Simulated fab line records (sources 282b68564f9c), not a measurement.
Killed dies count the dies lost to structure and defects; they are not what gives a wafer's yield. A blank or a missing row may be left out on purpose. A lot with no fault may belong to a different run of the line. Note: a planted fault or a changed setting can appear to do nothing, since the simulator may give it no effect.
8D (eight disciplines) problem report, filled in by code ; flow rit_cmos ; the parts of the form that need people (team, actions taken, sign-off) are left out

## 1. WHAT IS WRONG
Wafers free of any fault read 953 (standard deviation 9.5) for PWELL_TW at RIT_PWELL_TW_MEAS_10, against a mean of 1056 on 6 wafers of 2 lots. That is +11 standard deviations from the usual mean.
The first sign was on wafer L516.1 at day 4 18:49, on film_metro-02. Wafers with a number at this step in the record: 42, from 14 lots. Rule for "out" (also "out of limits"): further than 4 standard deviations from the usual mean. The other wafers with a number count as sound.

## 2. WHAT IT IS; WHAT IT IS NOT
question;is;is not
which readings at this step;PWELL_TW;-
which lots;L516, L518;L503, L504, L505, L507, L509, L510, L511, L512, L513, L519, L525, L526
which wafers of those lots;all that have a number;-
read on which gauges;film_metro-02;film_metro-01, film_metro-04
when;from day 4 18:49;"up to then (27 sound wafers); but 9 sound wafers of L519, L525, L526 came after"

## 3. SUSPECTS, AND WHAT RULES EACH OUT
Counting: a tool at a process step up to the reading stays a suspect if it ran every lot that is out and no sound lot after the first of them.
- the gauge at RIT_PWELL_TW_MEAS_10 has been ruled out. All the wafers that are out were read on film_metro-02, but those of them that RIT_PWELL_IMPLANT_08 has rows for are out there too, on other tools.
- implanter-01 at RIT_PWELL_IMPLANT_08: kept. Every lot that is out went through it, starting with L516 (day 4 18:29), and after that it ran no sound lot; the last sound lot it ran before then is L512 (day 3 22:21). Its own dose_ions_cm2, faraday_current_uA readings are out on those wafers.
Remaining after the count: implanter-01 at RIT_PWELL_IMPLANT_08.

## 4. THE CAUSE (what the simulator had put in)
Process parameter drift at RIT_PWELL_IMPLANT_08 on implanter-01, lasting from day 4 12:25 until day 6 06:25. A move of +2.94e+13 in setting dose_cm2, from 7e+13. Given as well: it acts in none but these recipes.
Counting left only this tool.

## 5. THE EFFECT CHAIN, in route order
Rows list readings where the struck wafers' mean (over those with a number) sits beyond 3 standard deviations from the usual. Scope: only readings with a usual standard deviation given in the record; hours: median across lots of the time from each lot's start at the first step in this table that gives one to its start at this step; sigmas: change in usual standard deviations.
hours;step;reading;usual;on struck wafers;change;sigmas
0;RIT_PWELL_IMPLANT_08;dose_ions_cm2;6.998e+13;9.940e+13;+2.942e+13;+99 or more
0;RIT_PWELL_IMPLANT_08;faraday_current_uA;221;312;+91;+19
0;RIT_PWELL_TW_MEAS_10;PWELL_TW;953;1056;+103;+11
6;RIT_WELLDRIVE_RS_MEAS_02;PWELL_RS;429.6 ohm/sq;346.2;-83.4;-60
Here are the process steps it includes:
- RIT_PWELL_IMPLANT_08

## 6. WHAT WOULD HAVE CAUGHT IT SOONER
The first out-of-limits reading at a measuring or inspecting step in this record came at day 4 18:49, 6 hours after the fault's start at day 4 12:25.
At RIT_PWELL_IMPLANT_08, the tool's own readings (dose_ions_cm2, faraday_current_uA) were out on each struck wafer the step has a row for, so an alarm limit on them would have fired on the first such wafer.
Of the lots that are out (2), L518 began RIT_PWELL_IMPLANT_08 on implanter-01 after day 4 18:49. A hold on the tool at that time would have spared it.
